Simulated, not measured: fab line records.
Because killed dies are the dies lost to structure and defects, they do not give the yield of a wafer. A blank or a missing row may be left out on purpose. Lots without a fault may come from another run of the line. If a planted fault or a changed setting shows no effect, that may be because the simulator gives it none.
8D (eight disciplines) problem report, filled in by code + flow ritCmos + the parts of the form that need people (team, actions taken, sign-off) are left out

## 1. WHAT WENT WRONG
runLengthS at RIT_ACTIVE_SOFTBAKE_07 reads a mean of 75.41 s on 6 wafers of 2 lots; wafers without a fault read 89.04 s with a standard deviation of 0.2. That is -68 standard deviations from the usual mean.
The step: time 60 s.
First seen on wafer L588.1, day 3 05:53, on lithoTrack-01. Wafers with a number at this step in the record: 42, from 14 lots. Rule for "out" (also "out of limits"): further than 4 standard deviations from the usual mean. All remaining wafers that have a number are taken as sound.

## 2. WHAT THIS IS AND IS NOT
| question                    | is                            | is not                                                                                                              |
|-----------------------------|-------------------------------|---------------------------------------------------------------------------------------------------------------------|
| which readings at this step | runLengthS, heaterPowerTotalW | -                                                                                                                   |
| which lots                  | L588, L591                    | L580, L582, L583, L590, L592, L595, L597, L598, L599, L600, L601, L602                                              |
| which wafers of those lots  | all that have a number        | -                                                                                                                   |
| read on which tools         | lithoTrack-01                 | lithoTrack-02, lithoTrack-04                                                                                        |
| when                        | from day 3 05:53              | up to then (9 sound wafers); but 27 sound wafers of L590, L592, L595, L597, L598, L599, L600, L601, L602 came after |

## 3. WHAT RULES OUT EACH SUSPECT
Counting: any tool at a process step up to the reading is kept as a suspect provided that every lot that is out went through it and no sound lot did after the first of them.
- lithoTrack-01 at RIT_ACTIVE_SOFTBAKE_07 (time 60 s): kept. It processed each lot that is out, first L588 at day 3 05:53, and no sound lot thereafter; up to then, the last sound lot it processed was L583 at day 2 05:50. Its own heaterPowerTotalW, runLengthS readings are out on those wafers.
Remaining after the count: lithoTrack-01 at RIT_ACTIVE_SOFTBAKE_07.

## 4. THE CAUSE (what the simulator had put in)
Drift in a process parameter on lithoTrack-01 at RIT_ACTIVE_SOFTBAKE_07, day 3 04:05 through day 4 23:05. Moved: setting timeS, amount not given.
This tool alone remained once counting was done.

## 5. THE EFFECT CHAIN, in route order
Each row: a reading whose mean over the struck wafers that have a number lies more than 3 standard deviations from the usual. Only readings whose record carries a usual standard deviation are examined. hours: median over the lots of the time between each lot's start at the first step of this table that gives one and its start at this step. sigmas: the change, counted in usual standard deviations.
| hours | step                   | reading           | usual   | on struck wafers | change | sigmas |
|-------|------------------------|-------------------|---------|------------------|--------|--------|
| 0     | RIT_ACTIVE_SOFTBAKE_07 | heaterPowerTotalW | 34.56 W | 37.17            | +2.61  | +54    |
| 0     | RIT_ACTIVE_SOFTBAKE_07 | runLengthS        | 89.04 s | 75.41            | -13.64 | -68    |
Process steps it contains:
- RIT_ACTIVE_SOFTBAKE_07: time 60 s.
Later steps that measure or inspect, where all struck wafers having a row at the step show a number for every such reading and not one has moved that far: RIT_FOX1_THK_MEAS_01, RIT_FOX2_THK_MEAS_01, RIT_WELLDRIVE_RS_MEAS_02.

## 6. HOW IT WOULD HAVE BEEN CAUGHT EARLIER
2 hours passed between the start of the fault at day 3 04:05 and the first reading out of limits in this record, taken at day 3 05:53.
